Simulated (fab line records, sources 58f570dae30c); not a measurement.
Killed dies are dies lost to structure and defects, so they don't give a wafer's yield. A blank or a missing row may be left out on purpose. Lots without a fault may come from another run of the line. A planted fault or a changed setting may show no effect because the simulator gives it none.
fab line records | flow berkeley_cmos170
record lots=5 wafers=15 last_day=11
route steps=331 shown ACTIVE@71 PFIELD@79 FIELD@89 SACOX@97 SCREENOX@100 NVT@104
lots that met no fault: from a run of the same line without faults
start_h: hours from the record's first day to the start of the lot's first wafer shown | wait_h: hours since the lot's step before | " the same as in the row above | L1.1+2: a row that stands for several wafers | - no value, or no start given | * or withheld: withheld | < > ~ a bound
route shown NAME@n: a module of which the file shows steps, and the number in the route of the first | usual: mean/standard deviation of fault-free wafers | same: alike in all rows | chamber/n: place in a boat | sites: the reading at each site | _std_site: their standard deviation | _edge_site: outer sites' mean less inner sites' | radius_mm: how far each site lies from the wafer's centre | mask NAME#n: copy n | behind: the tool/chamber that last shaped the wafer | hold: why the lot was held/for how many hours/how that ended | device: the transistor (n, p or np) that didn't switch | end of line: the same wafers' tests at the end of the route | a step without rows: its recipe alone | killed: dies lost to structure and defects at the first sort, not the wafer's yield | map: a wafer's dies, x killed, . not, _ none there
set.NAME: the setting as run; set.NAME@STEP: as run at that earlier step | model.NAME: the simulator's own value behind a step, which no gauge read
lots at some steps of the route; a table a step, a row a wafer
services: from which hour (start_h, from the record's first day; less than 0 if before it) a tool's chamber was out of use, for how many hours, and why
## steps
# step UCB170_ACTIVE_PEB_11
# recipe peb_temp_c=130 peb_time_s=withheld resist=KrF
# columns lot.wafer tool chamber start_h wait_h
L078.2+3+5 litho_track-03 0 121.01 0.4
L083.1+3+6 litho_track-02 0 129.23 0.4
L089.1+3+4 litho_track-01 0 148.89 0.6
L090.1+2+4 litho_track-03 0 153.52 0.4
L091.1+3+5 litho_track-03 0 172.94 0.1
# step UCB170_ACTIVE_DEVELOP_12
# recipe developer=TMAH develop_time_s=45 resist=KrF dev_temp_c=21
# usual developer_temp_C=21.03/0.091
# columns lot.wafer tool chamber start_h wait_h developer_temp_C
L078.2 litho_track-03 0 - - 21.09
L078.3 " 0 " " 20.98
L078.5 " 0 " " 21.16
L083.1 litho_track-02 0 - - 21.00
L083.3 " 0 " " 20.79
L083.6 " 0 " " 21.00
L089.1 litho_track-01 0 - - 21.11
L089.3 " 0 " " 21.02
L089.4 " 0 " " 20.97
L090.1 litho_track-03 0 - - 20.91
L090.2 " 0 " " 20.98
L090.4 " 0 " " 20.97
L091.1 litho_track-03 0 - - 21.07
L091.3 " 0 " " 21.12
L091.5 " 0 " " 21.00
# step UCB170_ACTIVE_CD_MEAS_13
# recipe target_cd_nm=1200
# usual cd_nm=1200.1/1.3
# columns lot.wafer tool chamber start_h wait_h cd_nm
L078.2 cd_sem-01 - 121.28 - 1200.5
L078.3 " - " " 1201.4
L078.5 " - " " 1200.9
L083.1 cd_sem-01 - 129.50 - 1197.6
L083.3 " - " " 1196.8
L083.6 " - " " 1198.3
L089.1 cd_sem-01 - 149.20 - 1201.2
L089.3 " - " " 1198.9
L089.4 " - " " 1200.5
L090.1 cd_sem-02 - 153.83 - 1199.1
L090.2 " - " " 1199.3
L090.4 " - " " 1199.6
L091.1 cd_sem-02 - 173.34 - 1200.7
L091.3 " - " " 1199.8
L091.5 " - " " 1201.3
# step UCB170_ACTIVE_OVL_MEAS_14
# usual ACTIVE_OVL=0/5.7
# columns lot.wafer tool chamber start_h wait_h ACTIVE_OVL[nm]
L078.2 overlay-02 - 121.39 0.1 -4
L078.3 " - " " 4
L078.5 " - " " 7
L083.1 overlay-02 - 129.62 0.1 3
L083.3 " - " " 2
L083.6 " - " " -7
L089.1 overlay-01 - 149.32 0.1 -5
L089.3 " - " " -2
L089.4 " - " " -8
L090.1 overlay-02 - 153.95 0.1 -2
L090.2 " - " " -4
L090.4 " - " " -1
L091.1 overlay-01 - 173.46 0.1 -4
L091.3 " - " " -14
L091.5 " - " " -15
# step UCB170_ACTIVE_ETCH_15
# recipe chemistry=CH3F/Ar/O2 target=Si3N4 stop_on=SiO2 CH3F_flow_sccm=20 Ar_flow_sccm=50 O2_flow_sccm=7 pressure_mtorr=50 rf_w=450 target_depth_a=2420 over_etch_frac=0.1 time_s=151
# usual chamber_pressure_mTorr=50.01/0.047 drypump_motor_current_A=5.7/0.54 oes_product_au=0.938/0.015 throttle_valve_pct=8.07/0.13
# same over_etch_frac=0.1
# columns lot.wafer tool chamber start_h wait_h chamber_pressure_mTorr drypump_motor_current_A oes_product_au rf_hours_counter_h throttle_valve_pct
L078.2 rie_diel-04 2 121.42 0.0 50.03 5.0 0.942 55 8.10
L078.3 " 1 " " 50.01 6.4 0.947 87 8.04
L078.5 " 3 " " 50.00 5.4 0.924 - 8.32
L083.1 rie_diel-04 3 129.66 0.0 49.96 5.4 0.925 92 8.31
L083.3 " 2 " " 50.06 5.0 0.955 - 8.11
L083.6 " 3 " " 50.03 5.4 0.934 - 8.32
L089.1 rie_diel-01 1 149.35 0.0 50.06 5.3 0.944 138 7.91
L089.3 " 2 " " 50.02 6.0 0.917 123 7.95
L089.4 " 0 " " 49.95 6.5 0.925 - 8.11
L090.1 rie_diel-04 1 153.99 0.0 50.03 6.4 0.954 88 8.02
L090.2 " 3 " " 50.03 5.4 0.932 93 8.31
L090.4 " 2 " " 49.96 5.0 0.953 57 8.10
L091.1 rie_diel-02 0 173.50 0.0 49.97 6.3 0.970 8 7.85
L091.3 " 3 " " 49.98 5.6 0.949 128 7.92
L091.5 " 2 " " 50.00 5.5 0.950 - 8.23
# step UCB170_ACTIVE_STRIP_16
# recipe chemistry=O2 power_w=400 pressure_mtorr=3500 platen_temp_c=withheld o2_flow_sccm=400 overash_fraction=0.5
# usual chamber_pressure_mTorr=3500/3.4 drypump_motor_current_A=5.8/0.38 oes_product_au=0.722/0.0044 strip_time_to_endpoint_s=18.11/0.089
# columns lot.wafer tool chamber start_h wait_h chamber_pressure_mTorr drypump_motor_current_A oes_product_au rf_hours_counter_h strip_time_to_endpoint_s
L078.2 plasma_asher-01 1 121.52 0.1 3499 5.9 0.718 40 18.06
L078.3 " 1 " " 3506 5.9 0.721 - 18.14
L078.5 " 1 " " 3498 5.9 0.721 - 18.19
L083.1 plasma_asher-04 0 129.81 0.1 3505 6.1 0.723 44 18.14
L083.3 " 1 " " 3500 6.2 0.727 - 18.07
L083.6 " 0 " " 3493 6.1 0.714 - 18.12
L089.1 plasma_asher-04 1 149.45 0.1 3497 6.2 0.721 46 18.00
L089.3 " 0 " " 3498 6.1 0.724 - 18.07
L089.4 " 1 " " 3502 6.2 0.721 - 17.94
L090.1 plasma_asher-01 1 154.09 0.1 3501 5.9 0.728 44 18.05
L090.2 " 0 " " 3499 5.6 0.719 44 18.05
L090.4 " 1 " " 3503 5.9 0.723 - 17.95
L091.1 plasma_asher-01 0 173.60 0.1 3501 5.5 0.720 46 18.18
L091.3 " 1 " " 3502 5.9 0.721 - 18.15
L091.5 " 1 " " 3504 5.8 0.731 - 18.19
# step UCB170_ACTIVE_CD_MEAS_90
# recipe target_cd_nm=1200
# usual cd_nm=1200.1/1.3
# columns lot.wafer tool chamber start_h wait_h cd_nm
L078.2 cd_sem-02 - 121.64 0.1 1200.8
L078.3 " - " " 1201.7
L078.5 " - " " 1201.3
L083.1 cd_sem-01 - 129.91 0.1 1198.1
L083.3 " - " " 1197.2
L083.6 " - " " 1198.4
L089.1 cd_sem-01 - 149.55 0.1 1200.6
L089.3 " - " " 1199.0
L089.4 " - " " 1200.3
L090.1 cd_sem-01 - 154.19 0.1 1199.1
L090.2 " - " " 1199.7
L090.4 " - " " 1199.6
L091.1 cd_sem-01 - 173.70 0.1 1201.1
L091.3 " - " " 1199.1
L091.5 " - " " 1201.3
# step UCB170_ACTIVE_CLEAN_17
# recipe chemistry=SPM temp_c=120 time_s=600
# columns lot.wafer tool chamber start_h wait_h
L078.2+3+5 wet_bench-02 1 124.39 2.7
L083.1+3+6 wet_bench-02 2 130.25 0.3
L089.1+3+4 wet_bench-02 0 149.67 0.1
L090.1+2+4 wet_bench-02 0 154.31 0.1
L091.1+3+5 wet_bench-02 0 173.82 0.1
# step UCB170_PFIELD_HMDS_00
# recipe prime_time_s=60 prime_temp_c=100
# same prime_time_s=60
# columns lot.wafer tool chamber start_h wait_h
L078.2+3+5 litho_track-02 0 125.02 0.4
L083.1+3+6 litho_track-04 0 130.51 0.1
L089.1+3+4 litho_track-03 0 150.07 0.2
L090.1+2+4 litho_track-02 0 154.85 0.3
L091.1+3+5 litho_track-02 0 174.01 0.0
# step UCB170_PFIELD_COAT_01
# recipe resist=KrF spin_rpm=1500 resist_thk_nm=900
# columns lot.wafer tool chamber start_h wait_h
L078.2+3+5 litho_track-02 0 125.17 0.1
L083.1+3+6 litho_track-04 0 130.66 0.1
L089.1+3+4 litho_track-03 0 150.22 0.1
L090.1+2+4 litho_track-02 0 155.00 0.1
L091.1+3+5 litho_track-02 0 174.16 0.1
# step UCB170_PFIELD_SOFTBAKE_02
# recipe resist=KrF temp_c=130 time_s=60
# columns lot.wafer tool chamber start_h wait_h
L078.2+3+5 litho_track-02 0 125.32 0.1
L083.1+3+6 litho_track-04 0 130.81 0.1
L089.1+3+4 litho_track-03 0 150.37 0.1
L090.1+2+4 litho_track-02 0 155.15 0.1
L091.1+3+5 litho_track-02 0 174.31 0.1
# step UCB170_PFIELD_EXPOSE_03
# recipe mask_id=PFIELD na=0.5 sigma_outer=0.6 source_shape=conventional target_cd_nm=1500 dose_mj=30
# same sigma_outer=0.6
# columns lot.wafer tool chamber start_h wait_h mask
L078.2+3+5 krf_scanner-01 0 125.59 0.2 PFIELD#0
L083.1+3+6 krf_scanner-02 0 131.08 0.2 PFIELD#0
L089.1+3+4 krf_scanner-01 0 150.64 0.2 PFIELD#0
L090.1+2+4 krf_scanner-01 0 155.51 0.3 PFIELD#0
L091.1+3+5 krf_scanner-02 0 174.58 0.2 PFIELD#0
# step UCB170_PFIELD_PEB_04
# recipe peb_temp_c=130 peb_time_s=withheld resist=KrF
# columns lot.wafer tool chamber start_h wait_h
L078.2+3+5 litho_track-02 0 126.02 0.4
L083.1+3+6 litho_track-04 0 131.41 0.3
L089.1+3+4 litho_track-02 0 151.05 0.4
L090.1+2+4 litho_track-02 0 156.20 0.7
L091.1+3+5 litho_track-03 0 174.70 0.1
# step UCB170_PFIELD_DEVELOP_05
# recipe developer=TMAH develop_time_s=45 resist=KrF dev_temp_c=21
# usual developer_temp_C=21.04/0.11
# columns lot.wafer tool chamber start_h wait_h developer_temp_C
L078.2 litho_track-02 0 - - 21.18
L078.3 " 0 " " 20.93
L078.5 " 0 " " 21.11
L083.1 litho_track-04 0 - - 21.05
L083.3 " 0 " " 21.00
L083.6 " 0 " " 21.07
L089.1 litho_track-02 0 - - 21.05
L089.3 " 0 " " 21.04
L089.4 " 0 " " 21.01
L090.1 litho_track-02 0 - - 21.05
L090.2 " 0 " " 21.07
L090.4 " 0 " " 21.17
L091.1 litho_track-03 0 - - 20.98
L091.3 " 0 " " 21.21
L091.5 " 0 " " 20.88
# step UCB170_PFIELD_OVL_MEAS_06
# usual PFIELD_OVL=-1/4.6
# columns lot.wafer tool chamber start_h wait_h PFIELD_OVL[nm]
L078.2 overlay-02 - 126.28 - 9
L078.3 " - " " -2
L078.5 " - " " 4
L083.1 overlay-02 - 131.68 - -1
L083.3 " - " " 2
L083.6 " - " " -1
L089.1 overlay-02 - 151.33 - -1
L089.3 " - " " 2
L089.4 " - " " 4
L090.1 overlay-01 - 156.48 - 4
L090.2 " - " " -2
L090.4 " - " " 5
L091.1 overlay-01 - 174.97 - -3
L091.3 " - " " 1
L091.5 " - " " -4
# step UCB170_PFIELD_IMPLANT_07
# recipe species=B dose_cm2=2e+13 energy_kev=80 tilt_deg=7
# usual beam_on_s=10.03/0.18
# columns lot.wafer tool chamber start_h wait_h beam_on_s
L078.2 implanter-01 0 126.33 0.0 9.85
L078.3 " 0 " " 9.90
L078.5 " 0 " " 10.21
L083.1 implanter-03 0 131.72 0.0 10.20
L083.3 " 0 " " 9.81
L083.6 " 0 " " 9.85
L089.1 implanter-04 0 151.36 0.0 9.86
L089.3 " 0 " " 10.06
L089.4 " 0 " " 10.31
L090.1 implanter-04 0 156.51 0.0 10.20
L090.2 " 0 " " 9.95
L090.4 " 0 " " 9.82
L091.1 implanter-01 0 175.01 0.0 9.96
L091.3 " 0 " " 9.72
L091.5 " 0 " " 10.22
# step UCB170_PFIELD_STRIP_08
# recipe chemistry=O2 power_w=400 pressure_mtorr=3500 platen_temp_c=withheld o2_flow_sccm=400 overash_fraction=0.5
# usual chamber_pressure_mTorr=3500/3.3 drypump_motor_current_A=5.9/0.5 oes_product_au=0.734/0.0046 strip_time_to_endpoint_s=21.63/0.06
# columns lot.wafer tool chamber start_h wait_h chamber_pressure_mTorr drypump_motor_current_A oes_product_au rf_hours_counter_h strip_time_to_endpoint_s
L078.2 plasma_asher-03 1 126.46 0.1 3502 5.9 0.728 38 21.56
L078.3 " 1 " " 3498 5.9 0.747 - 21.46
L078.5 " 1 " " 3502 5.9 0.736 - 21.56
L083.1 plasma_asher-04 0 131.87 0.1 3495 6.1 0.730 44 21.74
L083.3 " 0 " " 3503 6.1 0.732 - 21.64
L083.6 " 1 " " 3501 6.2 0.731 - 21.69
L089.1 plasma_asher-02 1 151.51 0.1 3500 5.0 0.733 4 21.55
L089.3 " 0 " " 3505 6.2 0.735 - 21.65
L089.4 " 1 " " 3502 5.0 0.730 - 21.68
L090.1 plasma_asher-04 1 156.66 0.1 3496 6.1 0.728 47 21.59
L090.2 " 0 " " 3501 6.1 0.735 47 21.57
L090.4 " 1 " " 3502 6.2 0.725 - 21.65
L091.1 plasma_asher-02 1 175.16 0.1 3500 5.0 0.734 7 21.72
L091.3 " 0 " " 3501 6.2 0.739 - 21.66
L091.5 " 1 " " 3502 5.0 0.733 - 21.66
# step UCB170_PFIELD_TW_MEAS_09
# usual PFIELD_TW=604/4.1
# columns lot.wafer tool chamber start_h wait_h PFIELD_TW
L078.2 film_metro-03 - 126.57 0.1 607
L078.3 " - " " 611
L078.5 " - " " 606
L083.1 film_metro-02 - 131.97 0.1 602
L083.3 " - " " 603
L083.6 " - " " 606
L089.1 film_metro-02 - 151.61 0.1 599
L089.3 " - " " 600
L089.4 " - " " 597
L090.1 film_metro-03 - 156.76 0.1 611
L090.2 " - " " 607
L090.4 " - " " 612
L091.1 film_metro-01 - 175.26 0.1 606
L091.3 " - " " 611
L091.5 " - " " 604
# step UCB170_FIELD_CLEAN_00
# recipe chemistry=dHF dilution=25:1 time_s=7.5
# columns lot.wafer tool chamber start_h wait_h
L078.2+3+5 wet_bench-03 2 126.62 0.0
L083.1+3+6 wet_bench-02 2 132.03 0.1
L089.1+3+4 wet_bench-01 2 151.67 0.1
L090.1+2+4 wet_bench-03 3 156.82 0.1
L091.1+3+5 wet_bench-03 2 175.32 0.1
# step UCB170_FIELD_OXIDATION_01
# recipe temp_c=1000 ambient=H2O p_h2o_torr=584.62 target_thk_a=5583 ox_time_s=7200
# usual ox_temp_c_max=1004.1/1.1 zone_power_source_pct=37.5/1.3
# columns lot.wafer tool chamber start_h wait_h ox_temp_c_max zone_power_source_pct
L078.2 furnace-01 0 128.81 2.2 1004.0 35.9
L078.3 " 0 " " 1002.7 36.5
L078.5 " 0 " " 1003.8 36.4
L083.1 furnace-01 0 135.91 3.9 1002.7 36.5
L083.3 " 0 " " 1003.3 36.8
L083.6 " 0 " " 1004.7 36.6
L089.1 furnace-02 0 154.72 3.0 1003.7 39.1
L089.3 " 0 " " 1004.7 39.7
L089.4 " 0 " " 1005.7 38.8
L090.1 furnace-02 0 158.97 2.1 1005.4 39.4
L090.2 " 0 " " 1004.4 38.9
L090.4 " 0 " " 1004.6 38.9
L091.1 furnace-04 0 178.01 2.7 1004.8 37.6
L091.3 " 0 " " 1005.2 38.1
L091.5 " 0 " " 1005.9 38.3
# step UCB170_FIELD_THK_MEAS_02
# recipe reads=SiO2_of_FIELD_OXIDATION_01
# usual FIELD_OXIDE_THK=561/12
# columns lot.wafer tool chamber start_h wait_h FIELD_OXIDE_THK[nm]
L078.2 film_metro-03 - 131.82 0.0 541
L078.3 " - " " 547
L078.5 " - " " 549
L083.1 film_metro-04 - 138.91 0.0 552
L083.3 " - " " 556
L083.6 " - " " 543
L089.1 film_metro-01 - 157.72 0.0 564
L089.3 " - " " 570
L089.4 " - " " 567
L090.1 film_metro-03 - 161.97 0.0 550
L090.2 " - " " 540
L090.4 " - " " 553
L091.1 film_metro-03 - 181.01 0.0 544
L091.3 " - " " 556
L091.5 " - " " 546
# step UCB170_FIELD_ANNEAL_03
# recipe temp_c=1000 time_s=1200 ambient=N2
# usual zone_power_source_pct=38.2/1.3
# columns lot.wafer tool chamber start_h wait_h zone_power_source_pct
L078.2 furnace-02 0 135.05 3.2 39.1
L078.3 " 0 " " 38.3
L078.5 " 0 " " 38.8
L083.1 furnace-02 0 141.59 2.7 39.5
L083.3 " 0 " " 39.6
L083.6 " 0 " " 39.7
L089.1 furnace-04 0 159.97 2.2 37.5
L089.3 " 0 " " 36.6
L089.4 " 0 " " 37.7
L090.1 furnace-01 0 164.73 2.7 37.0
L090.2 " 0 " " 36.2
L090.4 " 0 " " 36.2
L091.1 furnace-02 0 184.55 3.5 39.8
L091.3 " 0 " " 38.8
L091.5 " 0 " " 39.5
# step UCB170_FIELD_WET_ETCH_04
# recipe chemistry=dHF dilution=10:1 target=SiO2 temp_c=25 time_s=60
# columns lot.wafer tool chamber start_h wait_h
L078.2+3+5 wet_bench-01 0 136.39 0.0
L083.1+3+6 wet_bench-03 3 142.92 0.0
L089.1+3+4 wet_bench-03 2 161.32 0.0
L090.1+2+4 wet_bench-02 2 166.06 0.0
L091.1+3+5 wet_bench-03 3 185.89 0.0
# step UCB170_FIELD_WET_ETCH_05
# recipe chemistry=H3PO4 target=Si3N4 temp_c=160 time_s=12600
# columns lot.wafer tool chamber start_h wait_h
L078.2+3+5 wet_bench-03 1 136.41 0.0
L083.1+3+6 wet_bench-03 1 142.94 0.0
L089.1+3+4 wet_bench-03 3 161.35 0.0
L090.1+2+4 wet_bench-03 3 166.09 0.0
L091.1+3+5 wet_bench-03 3 185.91 0.0
# step UCB170_FIELD_WET_ETCH_06
# recipe chemistry=BOE dilution=5:1 target=SiO2 temp_c=25 time_s=22
# columns lot.wafer tool chamber start_h wait_h
L078.2+3+5 wet_bench-03 0 140.27 0.3
L083.1+3+6 wet_bench-03 3 146.80 0.3
L089.1+3+4 wet_bench-01 3 165.18 0.0
L090.1+2+4 wet_bench-02 1 169.92 0.0
L091.1+3+5 wet_bench-03 1 189.59 0.2
# step UCB170_FIELD_THK_MEAS_90
# recipe reads=SiO2_of_FIELD_OXIDATION_01
# usual FIELD_OXIDE_LEFT_1_THK=444/12
# columns lot.wafer tool chamber start_h wait_h FIELD_OXIDE_LEFT_1_THK[nm]
L078.2 film_metro-01 - 140.29 0.0 423
L078.3 " - " " 429
L078.5 " - " " 431
L083.1 film_metro-04 - 146.93 0.1 437
L083.3 " - " " 440
L083.6 " - " " 427
L089.1 film_metro-04 - 165.25 0.1 448
L089.3 " - " " 455
L089.4 " - " " 452
L090.1 film_metro-01 - 169.96 0.0 434
L090.2 " - " " 425
L090.4 " - " " 439
L091.1 film_metro-01 - 189.61 0.0 427
L091.3 " - " " 439
L091.5 " - " " 429
# step UCB170_SACOX_CLEAN_00
# recipe chemistry=dHF dilution=25:1 time_s=7.5
# columns lot.wafer tool chamber start_h wait_h
L078.2+3+5 wet_bench-03 1 140.48 0.2
L083.1+3+6 wet_bench-03 1 146.99 0.1
L089.1+3+4 wet_bench-03 1 165.31 0.1
L090.1+2+4 wet_bench-02 0 170.02 0.1
L091.1+3+5 wet_bench-03 0 189.67 0.1
# step UCB170_SACOX_OXIDATION_01
# recipe temp_c=900 ambient=O2 target_thk_a=144 ox_time_s=2400
# usual ox_temp_c_max=904.4/0.78 zone_power_source_pct=29.9/0.71
# columns lot.wafer tool chamber start_h wait_h ox_temp_c_max zone_power_source_pct
L078.2 furnace-02 0 142.92 2.4 904.1 31.3
L078.3 " 0 " " 903.7 30.3
L078.5 " 0 " " 905.7 30.7
L083.1 furnace-04 0 149.72 2.7 904.4 29.3
L083.3 " 0 " " 903.9 28.9
L083.6 " 0 " " 906.1 29.4
L089.1 furnace-04 0 170.24 4.9 905.3 29.4
L089.3 " 0 " " 903.6 29.3
L089.4 " 0 " " 903.4 29.1
L090.1 furnace-04 0 170.24 0.2 906.3 29.5
L090.2 " 0 " " 905.4 29.7
L090.4 " 0 " " 904.6 29.8
L091.1 furnace-04 0 193.46 3.8 904.3 29.5
L091.3 " 0 " " 904.6 29.3
L091.5 " 0 " " 904.7 29.6
# step UCB170_SACOX_THK_MEAS_02
# recipe reads=SiO2_of_SACOX_OXIDATION_01
# usual SACOX_OXIDE_THK=14.50/0.24
# columns lot.wafer tool chamber start_h wait_h SACOX_OXIDE_THK[nm]
L078.2 film_metro-02 - 144.60 0.0 14.59
L078.3 " - " " 14.35
L078.5 " - " " 14.15
L083.1 film_metro-04 - 151.39 0.0 14.70
L083.3 " - " " 14.45
L083.6 " - " " 14.77
L089.1 film_metro-02 - 171.91 0.0 14.63
L089.3 " - " " 14.58
L089.4 " - " " 14.54
L090.1 film_metro-01 - 171.97 0.1 14.42
L090.2 " - " " 14.47
L090.4 " - " " 14.48
L091.1 film_metro-04 - 195.12 0.0 14.37
L091.3 " - " " 14.36
L091.5 " - " " 14.28
# step UCB170_SCREENOX_WET_ETCH_00
# recipe chemistry=dHF dilution=25:1 target=SiO2 temp_c=25 time_s=200
# columns lot.wafer tool chamber start_h wait_h
L078.2+3+5 wet_bench-04 1 144.65 0.0
L083.1+3+6 wet_bench-04 3 151.45 0.1
L089.1+3+4 wet_bench-03 0 171.97 0.1
L090.1+2+4 wet_bench-01 0 172.03 0.1
L091.1+3+5 wet_bench-01 2 195.18 0.1
# step UCB170_SCREENOX_OXIDATION_01
# recipe temp_c=900 ambient=O2 target_thk_a=144 ox_time_s=2400
# usual ox_temp_c_max=904.1/1 zone_power_source_pct=29.6/0.85
# columns lot.wafer tool chamber start_h wait_h ox_temp_c_max zone_power_source_pct
L078.2 furnace-04 0 146.81 2.1 905.3 28.8
L078.3 " 0 " " 904.1 29.0
L078.5 " 0 " " 905.8 29.2
L083.1 furnace-04 0 154.22 2.7 905.7 29.5
L083.3 " 0 " " 904.3 29.0
L083.6 " 0 " " 905.2 29.4
L089.1 furnace-02 0 176.35 4.3 905.3 30.1
L089.3 " 0 " " 903.9 30.1
L089.4 " 0 " " 903.1 30.2
L090.1 furnace-02 0 176.35 4.3 904.6 30.4
L090.2 " 0 " " 902.5 30.6
L090.4 " 0 " " 904.2 30.9
L091.1 furnace-01 0 199.02 3.8 901.7 28.2
L091.3 " 0 " " 902.4 28.3
L091.5 " 0 " " 903.3 28.8
# step UCB170_SCREENOX_THK_MEAS_02
# recipe reads=SiO2_of_SCREENOX_OXIDATION_01
# usual SCREENOX_OXIDE_THK=14.45/0.21
# columns lot.wafer tool chamber start_h wait_h SCREENOX_OXIDE_THK[nm]
L078.2 film_metro-03 - 148.48 0.0 14.59
L078.3 " - " " 14.51
L078.5 " - " " 14.68
L083.1 film_metro-03 - 155.89 0.0 14.29
L083.3 " - " " 14.28
L083.6 " - " " 14.57
L089.1 film_metro-03 - 178.07 0.0 14.38
L089.3 " - " " 14.52
L089.4 " - " " 14.41
L090.1 film_metro-02 - 178.13 0.1 14.85
L090.2 " - " " 14.70
L090.4 " - " " 14.69
L091.1 film_metro-04 - 200.75 0.1 14.32
L091.3 " - " " 14.67
L091.5 " - " " 14.54
# step UCB170_SCREENOX_ANNEAL_03
# recipe temp_c=900 time_s=900 ambient=N2
# usual zone_power_source_pct=28.9/0.82
# columns lot.wafer tool chamber start_h wait_h zone_power_source_pct
L078.2 furnace-01 0 149.93 1.4 28.4
L078.3 " 0 " " 28.5
L078.5 " 0 " " 27.9
L083.1 furnace-01 0 159.38 3.5 28.4
L083.3 " 0 " " 28.2
L083.6 " 0 " " 28.2
L089.1 furnace-01 0 181.18 3.1 28.5
L089.3 " 0 " " 28.5
L089.4 " 0 " " 27.9
L090.1 furnace-01 0 181.18 3.0 28.5
L090.2 " 0 " " 28.2
L090.4 " 0 " " 28.8
L091.1 furnace-04 0 203.97 3.2 29.9
L091.3 " 0 " " 29.4
L091.5 " 0 " " 29.2
# step UCB170_NVT_HMDS_00
# recipe prime_time_s=60 prime_temp_c=100
# same prime_time_s=60
# columns lot.wafer tool chamber start_h wait_h
L078.2+3+5 litho_track-03 0 151.37 0.2
L083.1+3+6 litho_track-04 0 160.63 0.0
L090.1+2+4 litho_track-04 0 182.43 0.0
L089.1+3+4 litho_track-03 0 182.88 0.5
L091.1+3+5 litho_track-04 0 206.06 0.8
# step UCB170_NVT_COAT_01
# recipe resist=KrF spin_rpm=1500 resist_thk_nm=900
# columns lot.wafer tool chamber start_h wait_h
L078.2+3+5 litho_track-03 0 151.52 0.1
L083.1+3+6 litho_track-04 0 160.78 0.1
L090.1+2+4 litho_track-04 0 182.58 0.1
L089.1+3+4 litho_track-03 0 183.03 0.1
L091.1+3+5 litho_track-04 0 206.21 0.1
# step UCB170_NVT_SOFTBAKE_02
# recipe resist=KrF temp_c=130 time_s=60
# columns lot.wafer tool chamber start_h wait_h
L078.2+3+5 litho_track-03 0 151.67 0.1
L083.1+3+6 litho_track-04 0 160.93 0.1
L090.1+2+4 litho_track-04 0 182.73 0.1
L089.1+3+4 litho_track-03 0 183.18 0.1
L091.1+3+5 litho_track-04 0 206.36 0.1
# step UCB170_NVT_EXPOSE_03
# recipe mask_id=PWELL target_cd_nm=3000 na=0.5 sigma_outer=0.6 source_shape=conventional dose_mj=30
# same sigma_outer=0.6
# columns lot.wafer tool chamber start_h wait_h mask
L078.2+3+5 krf_scanner-01 0 151.81 0.1 PWELL#0
L083.1+3+6 krf_scanner-02 0 161.32 0.4 PWELL#0
L090.1+2+4 krf_scanner-02 0 183.12 0.4 PWELL#0
L089.1+3+4 krf_scanner-01 0 183.48 0.3 PWELL#0
L091.1+3+5 krf_scanner-02 0 206.83 0.4 PWELL#0
# step UCB170_NVT_PEB_04
# recipe peb_temp_c=130 peb_time_s=withheld resist=KrF
# columns lot.wafer tool chamber start_h wait_h
L078.2+3+5 litho_track-03 0 152.72 0.9
L083.1+3+6 litho_track-03 0 161.53 0.2
L090.1+2+4 litho_track-03 0 183.60 0.5
L089.1+3+4 litho_track-04 0 183.78 0.3
L091.1+3+5 litho_track-03 0 207.54 0.7
# step UCB170_NVT_DEVELOP_05
# recipe developer=TMAH develop_time_s=45 resist=KrF dev_temp_c=21
# usual developer_temp_C=21.02/0.1
# columns lot.wafer tool chamber start_h wait_h developer_temp_C
L078.2 litho_track-03 0 - - 20.93
L078.3 " 0 " " 21.08
L078.5 " 0 " " 21.01
L083.1 litho_track-03 0 - - 21.07
L083.3 " 0 " " 20.99
L083.6 " 0 " " 21.05
L090.1 litho_track-03 0 - - 21.12
L090.2 " 0 " " 21.26
L090.4 " 0 " " 21.17
L089.1 litho_track-04 0 - - 21.09
L089.3 " 0 " " 21.03
L089.4 " 0 " " 21.16
L091.1 litho_track-03 0 - - 21.04
L091.3 " 0 " " 21.16
L091.5 " 0 " " 21.03
# step UCB170_NVT_OVL_MEAS_06
# usual NVT_OVL=0/4.6
# columns lot.wafer tool chamber start_h wait_h NVT_OVL[nm]
L078.2 overlay-02 - 152.97 - 5
L078.3 " - " " 3
L078.5 " - " " 1
L083.1 overlay-01 - 161.80 - 1
L083.3 " - " " 5
L083.6 " - " " 2
L090.1 overlay-02 - 183.88 - -3
L090.2 " - " " 3
L090.4 " - " " -1
L089.1 overlay-01 - 184.05 - -6
L089.3 " - " " -1
L089.4 " - " " 0
L091.1 overlay-02 - 207.82 - 7
L091.3 " - " " 0
L091.5 " - " " -6
# step UCB170_NVT_IMPLANT_07
# recipe species=BF2 dose_cm2=3e+12 energy_kev=50 tilt_deg=7
# usual beam_on_s=10.02/0.19
# columns lot.wafer tool chamber start_h wait_h beam_on_s
L078.2 implanter-02 0 153.03 0.0 10.17
L078.3 " 0 " " 10.26
L078.5 " 0 " " 10.12
L083.1 implanter-01 0 161.84 0.0 10.17
L083.3 " 0 " " 10.08
L083.6 " 0 " " 10.16
L090.1 implanter-02 0 183.91 0.0 9.98
L090.2 " 0 " " 9.93
L090.4 " 0 " " 9.90
L089.1 implanter-02 0 184.21 0.2 10.11
L089.3 " 0 " " 9.53
L089.4 " 0 " " 9.82
L091.1 implanter-01 0 207.85 0.0 10.05
L091.3 " 0 " " 9.75
L091.5 " 0 " " 10.15
## services
# columns tool chamber start_h hours kind
furnace-01 - 102.33 4.3 pm
krf_scanner-01 - 108.51 10.2 repair
plasma_asher-02 - 108.75 9.0 pm
furnace-02 - 113.70 3.7 pm
implanter-03 - 114.77 16.1 repair
furnace-02 - 117.35 3.2 pm
rie_diel-04 0 120.90 17.5 repair
rie_diel-04 1 124.33 11.3 repair
implanter-04 - 125.60 3.0 repair
rie_diel-02 3 131.01 3.2 repair
krf_scanner-02 - 136.16 0.1 repair
rie_diel-02 1 136.36 3.6 repair
rie_diel-01 3 138.69 11.9 repair
plasma_asher-03 - 141.58 3.5 repair
implanter-01 - 141.72 2.8 pm
krf_scanner-01 - 156.09 1.0 pm
krf_scanner-01 - 157.09 4.0 pm
rie_diel-04 3 174.28 3.3 repair
implanter-01 - 175.45 0.8 repair
implanter-01 - 176.24 16.6 pm
krf_scanner-02 - 177.79 1.3 pm
furnace-01 - 186.68 4.2 pm
krf_scanner-01 - 191.59 1.3 pm
plasma_asher-01 - 199.44 0.4 repair
## key
fault none
